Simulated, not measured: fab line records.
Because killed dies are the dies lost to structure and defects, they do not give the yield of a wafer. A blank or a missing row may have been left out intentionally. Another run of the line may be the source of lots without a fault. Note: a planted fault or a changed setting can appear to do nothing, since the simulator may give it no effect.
What tool caused it?    flow berkeleyCmos170    7 lots, 21 wafers sampled, at 2 steps of a route of 331

== WHAT EACH GAUGE READ, for each wafer ==
UCB170_FIELD_THK_MEAS_02.
lot   measured     on            FIELD_OXIDE_THK (nm)
L795  day 5 02:47  filmMetro-02  540 542 547
L797  day 5 11:19  filmMetro-03  659 664 660
L806  day 7 11:24  filmMetro-01  558 559 562
L808  day 7 11:24  filmMetro-02  570 564 563
L811  day 8 08:42  filmMetro-02  554 560 558
L813  day 8 17:20  filmMetro-01  570 582 583
L816  day 9 00:00  filmMetro-01  562 552 547

== TOOL THAT RAN EACH LOT (tool first, then ch and the chambers of the sampled wafers, then the start) ==
lot   UCB170_FIELD_OXIDATION_01
L795  furnace-03 ch 0, day 4 23:47
L797  furnace-03 ch 0, day 5 08:19
L806  furnace-04 ch 0, day 7 08:24
L808  furnace-04 ch 0, day 7 08:24
L811  furnace-04 ch 0, day 8 05:41
L813  furnace-01 ch 0, day 8 14:19
L816  furnace-04 ch 0, day 8 20:58
- UCB170_FIELD_OXIDATION_01: target thk 558.3 nm, ox time 7200 s.

== THE ANSWER, worked out from the rows above alone ==
Rule: usual is defined by the lots themselves. Put in order of their means at a reading, lots are off if they are a third of the lots or fewer, leave a main group of 4 or more, and stand apart from it by a gap of 3 or more times the standard deviation of the main group's means; of several such gaps the widest counts. The tables above print the reading to a certain number of digits; a main group whose means all agree to those digits is not used. A lot without any number at a reading at which 4 lots or more have one is off too. Any other lot the step has rows for is counted as sound.
Off: L797, at UCB170_FIELD_THK_MEAS_02 (FIELD_OXIDE_THK). Mean 560 nm and standard deviation 11 in the main group.
If a tool, at a process step before that reading, ran all the lots that are off and no sound lot after the first of them, it fits. Gauges at UCB170_FIELD_THK_MEAS_02: tried the same way as those tools. This does not decide it: 2 tools fit, namely furnace-03 at UCB170_FIELD_OXIDATION_01 and filmMetro-03 at UCB170_FIELD_THK_MEAS_02.

== WHAT HAD BEEN PUT IN BY THE SIMULATOR ==
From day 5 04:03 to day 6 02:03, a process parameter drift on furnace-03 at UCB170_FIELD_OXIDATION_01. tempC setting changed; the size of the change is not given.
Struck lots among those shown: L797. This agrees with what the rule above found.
